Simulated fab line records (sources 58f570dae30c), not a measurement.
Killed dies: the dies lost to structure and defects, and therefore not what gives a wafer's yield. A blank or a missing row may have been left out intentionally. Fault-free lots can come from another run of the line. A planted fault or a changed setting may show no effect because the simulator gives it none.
A lot that was struck, set against a sound lot / flow berkeleyCmos170 / 14 steps out of a route of 331
Sound: wafers L915.2, L915.3, L915.6. Wafers struck: L923.1, L923.2, L923.5. The cause comes at the end.
At each step with rows: each side's tool, then ch and its chambers, then its first start. Under that, the readings that differ: sound wafers / struck wafers / difference of the means / sigmas: that difference in standard deviations of wafers without a fault.
alike: a reading whose means differ by less than 2 such deviations, as well as words and numbers matching on both sides. not compared: withheld readings; readings where some wafer has no value; bounds like >300 that might hide an equal value; numbers whose values overlap and for which the record gives no deviation.
Wherever a step has rows on one side only, a row that says differs or no value, or a row with sigmas, the two part there. Numbers that have no deviation but don't overlap get no sigmas and don't part them. A reading that every wafer of one side lacks parts them only if that side has two wafers or more.

first, 7 steps without rows for these wafers: UCB170_START_ANNEAL_04 (time 1200 s); UCB170_ZERO_HMDS_00 (prime time 60 s); UCB170_ZERO_COAT_01 (resist thk 900 nm); UCB170_ZERO_SOFTBAKE_02 (time 60 s); UCB170_ZERO_EXPOSE_03 (exposes mask PM MARKS, target cd 4000 nm); UCB170_ZERO_PEB_04; UCB170_ZERO_DEVELOP_05 (develop time 45 s).
UCB170_ZERO_ETCH_06: etches SiO2 in CHF3/CF4/Ar, time 12 s.
  sound on rieDiel-03 ch 0,3, day 2 21:19; struck on rieDiel-01 ch 0,1,2, day 4 00:38
reading=throttleValvePct (%); sound=9.46 9.46 9.43; struck=9.04 9.16 9.18; difference=-0.32; sigmas=-2
  alike: drypumpMotorCurrentA, oesProductAu
  not compared: rfHoursCounterH
UCB170_ZERO_STRIP_07: strips in O2.
  sound on plasmaAsher-02 ch 1, day 2 21:20; struck on plasmaAsher-01 ch 0,1, day 4 00:39
  alike: drypumpMotorCurrentA, oesProductAu, stripTimeToEndpointS
  not compared: rfHoursCounterH
then, 2 steps without rows for these wafers: UCB170_NWELL_WET_ETCH_00 (etches SiO2 in dHF, time 200 s); UCB170_NWELL_OXIDATION_01 (target thk 26.4 nm, ox time 1260 s).
UCB170_NWELL_THK_MEAS_02:
  struck on filmMetro-03, day 4 05:07; sound on filmMetro-03, day 3 05:39
  alike: NWELL_OXIDE_THK
UCB170_NWELL_ANNEAL_03: time 900 s.
  struck on furnace-04, day 4 10:11; sound on furnace-02 ch 0, day 3 07:55
  no value came back on the struck wafers for spikeTcCentreC (C), spikeTcLoadC (C), zonePowerSourcePct (%); on the sound wafers spikeTcCentreC (C) reads 1001.7 1002.9 1001.2
then, 1 step without rows for these wafers: UCB170_NWELL_CVD_04 (deposits Si3N4 from SiH2Cl2/NH3, target thk 224 nm, time 3360 s).

WHERE THEY PART
Earliest at UCB170_ZERO_ETCH_06; latest, in this record, at UCB170_NWELL_ANNEAL_03.

WHY: the cause the simulator had injected
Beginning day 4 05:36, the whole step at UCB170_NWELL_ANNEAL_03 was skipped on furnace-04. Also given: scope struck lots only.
